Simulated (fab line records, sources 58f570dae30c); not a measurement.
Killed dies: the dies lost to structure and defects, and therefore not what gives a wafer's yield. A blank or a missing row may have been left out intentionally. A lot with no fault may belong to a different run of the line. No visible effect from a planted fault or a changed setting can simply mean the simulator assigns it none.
Which tool did it? | flow berkeley_cmos170 | 7 lots, 21 wafers sampled, at 1 step of a route of 331

## WHAT THE GAUGES READ, wafer by wafer
UCB170_NWELL_OVL_MEAS_12.
lot  | measured    | on         | NWELL_OVL (nm)
L667 | day 2 16:48 | overlay-02 | 4 -6 -1
L671 | day 3 03:01 | overlay-01 | 3 3 3
L673 | day 3 07:47 | overlay-01 | 0 -1 -5
L676 | day 4 02:34 | overlay-02 | -8 -7 -5
L680 | day 4 19:35 | overlay-01 | 3 -10 2
L685 | day 5 21:23 | overlay-02 | 3 -5 -3
L690 | day 7 10:35 | overlay-01 | -1 2 -4

## WHAT TOOL EACH LOT RAN ON (gives the tool, then ch and the chambers of the sampled wafers, and finally the start)
Before these readings, the record contains no process step.

## THE ANSWER, worked out from the rows above alone
Rule: what is usual is taken from the lots themselves. Put in order of their means at a reading, lots are off if they are a third of the lots or fewer, leave a main group of 4 or more, and stand apart from it by a gap of 3 or more times the standard deviation of the main group's means; of several such gaps the widest counts. Not used: any main group whose means are identical at the precision the tables above print for the reading. Also off: a lot with no number at a reading for which 4 or more lots have one. Where the step has rows for the other lots, those lots are counted as sound.
Across all readings shown, no lot is off: no conclusion can be drawn from this.

## WHAT WAS PUT IN BY THE SIMULATOR
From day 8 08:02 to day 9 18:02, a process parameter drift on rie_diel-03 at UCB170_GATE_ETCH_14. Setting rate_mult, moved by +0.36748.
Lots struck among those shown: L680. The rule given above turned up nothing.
